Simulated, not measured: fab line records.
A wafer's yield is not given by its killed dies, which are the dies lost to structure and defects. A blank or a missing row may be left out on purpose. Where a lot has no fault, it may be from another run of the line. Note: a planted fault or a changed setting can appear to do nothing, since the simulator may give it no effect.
Which tool is to blame? / flow berkeley cmos170 / at 1 step of a route of 331, 14 lots with 42 wafers sampled

## WHAT THE GAUGES SHOWED, per wafer
The record holds no reading of a measuring or inspecting step that can be judged against a usual standard deviation.

## WHICH TOOL RAN EACH LOT (tool, then ch and the chambers of the sampled wafers, then the start)
lot=L541; UCB170_PWELL_IMPLANT_15=implanter-01 ch 0, day 3 10:40
lot=L542; UCB170_PWELL_IMPLANT_15=implanter-03 ch 0, day 3 21:04
lot=L544; UCB170_PWELL_IMPLANT_15=implanter-03 ch 0, day 4 05:37
lot=L543; UCB170_PWELL_IMPLANT_15=implanter-04 ch 0, day 4 05:53
lot=L545; UCB170_PWELL_IMPLANT_15=implanter-03 ch 0, day 4 06:33
lot=L547; UCB170_PWELL_IMPLANT_15=implanter-04 ch 0, day 4 14:00
lot=L550; UCB170_PWELL_IMPLANT_15=implanter-04 ch 0, day 5 07:23
lot=L548; UCB170_PWELL_IMPLANT_15=implanter-01 ch 0, day 5 07:41
lot=L551; UCB170_PWELL_IMPLANT_15=implanter-04 ch 0, day 5 07:57
lot=L552; UCB170_PWELL_IMPLANT_15=implanter-04 ch 0, day 5 19:13
lot=L554; UCB170_PWELL_IMPLANT_15=implanter-04 ch 0, day 6 09:26
lot=L560; UCB170_PWELL_IMPLANT_15=implanter-01 ch 0, day 7 20:35
lot=L562; UCB170_PWELL_IMPLANT_15=implanter-01 ch 0, day 7 20:55
lot=L563; UCB170_PWELL_IMPLANT_15=implanter-01 ch 0, day 8 07:44
- UCB170_PWELL_IMPLANT_15

## AS READ BY THE TOOLS THEMSELVES (means over the sampled wafers that have a number; for cases with no such wafer, the mark the record gives instead)
UCB170_PWELL_IMPLANT_15.
lot=L541; tool=implanter-01; dose ions cm2=5e+12; faraday current uA=16.1; tilt deg (degrees)=7.004
lot=L542; tool=implanter-03; dose ions cm2=5e+12; faraday current uA=16.0; tilt deg (degrees)=6.998
lot=L544; tool=implanter-03; dose ions cm2=5e+12; faraday current uA=16.0; tilt deg (degrees)=6.984
lot=L543; tool=implanter-04; dose ions cm2=5e+12; faraday current uA=15.8; tilt deg (degrees)=7.012
lot=L545; tool=implanter-03; dose ions cm2=5e+12; faraday current uA=16.0; tilt deg (degrees)=6.996
lot=L547; tool=implanter-04; dose ions cm2=5e+12; faraday current uA=16.1; tilt deg (degrees)=6.978
lot=L550; tool=implanter-04; dose ions cm2=5e+12; faraday current uA=15.8; tilt deg (degrees)=6.967
lot=L548; tool=implanter-01; dose ions cm2=5e+12; faraday current uA=15.9; tilt deg (degrees)=7.023
lot=L551; tool=implanter-04; dose ions cm2=5e+12; faraday current uA=15.5; tilt deg (degrees)=6.961
lot=L552; tool=implanter-04; dose ions cm2=5e+12; faraday current uA=15.7; tilt deg (degrees)=4.921
lot=L554; tool=implanter-04; dose ions cm2=5e+12; faraday current uA=16.0; tilt deg (degrees)=4.903
lot=L560; tool=implanter-01; dose ions cm2=5e+12; faraday current uA=15.8; tilt deg (degrees)=7.031
lot=L562; tool=implanter-01; dose ions cm2=5e+12; faraday current uA=15.8; tilt deg (degrees)=6.993
lot=L563; tool=implanter-01; dose ions cm2=5e+12; faraday current uA=15.9; tilt deg (degrees)=7.003

## THE ANSWER, worked out from the rows above alone
Rule: usual is defined by the lots themselves. Put in order of their means at a reading, lots are off if they are a third of the lots or fewer, leave a main group of 4 or more, and stand apart from it by a gap of 3 or more times the standard deviation of the main group's means; of several such gaps the widest counts. A main group whose means are all the same, to the digits that the tables above print for the reading, isn't used. A lot without any number at a reading at which 4 lots or more have one is off too. All remaining lots with rows at the step are treated as sound. The gauges are gone through in route order, then the tools' own readings, and for those a lot's mean is taken as printed above. At the first step where some lot is off, the reading lying furthest off is the one used; lots without a number count as furthest.
Off: L552, L554 (UCB170_PWELL_IMPLANT_15, tilt deg). The main group: mean 6.996 degrees, standard deviation 0.02.
If a tool, at that step or one of the process steps before it, ran each lot that is off and ran no sound lot following the first of them, it fits. One candidate fits, namely implanter-04 at UCB170_PWELL_IMPLANT_15. A fault onset in the window from L551 (day 5 07:57, its last sound lot) to L552 (day 5 19:13, its first lot off) fits.
The tool's own readings at UCB170_PWELL_IMPLANT_15 bear it out: on the lots that are off they differ by more than 5 times the standard deviation of the sound lots' means. tilt deg reads 4.912 degrees there against 6.996 degrees on the sound lots.

## WHAT THE SIMULATOR PUT IN
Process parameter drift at UCB170_PWELL_IMPLANT_15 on implanter-04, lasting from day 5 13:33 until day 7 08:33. From 7, the setting tilt deg moved by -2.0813. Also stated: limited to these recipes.
Lots struck among those shown: L552, L554. The rule above found the same.
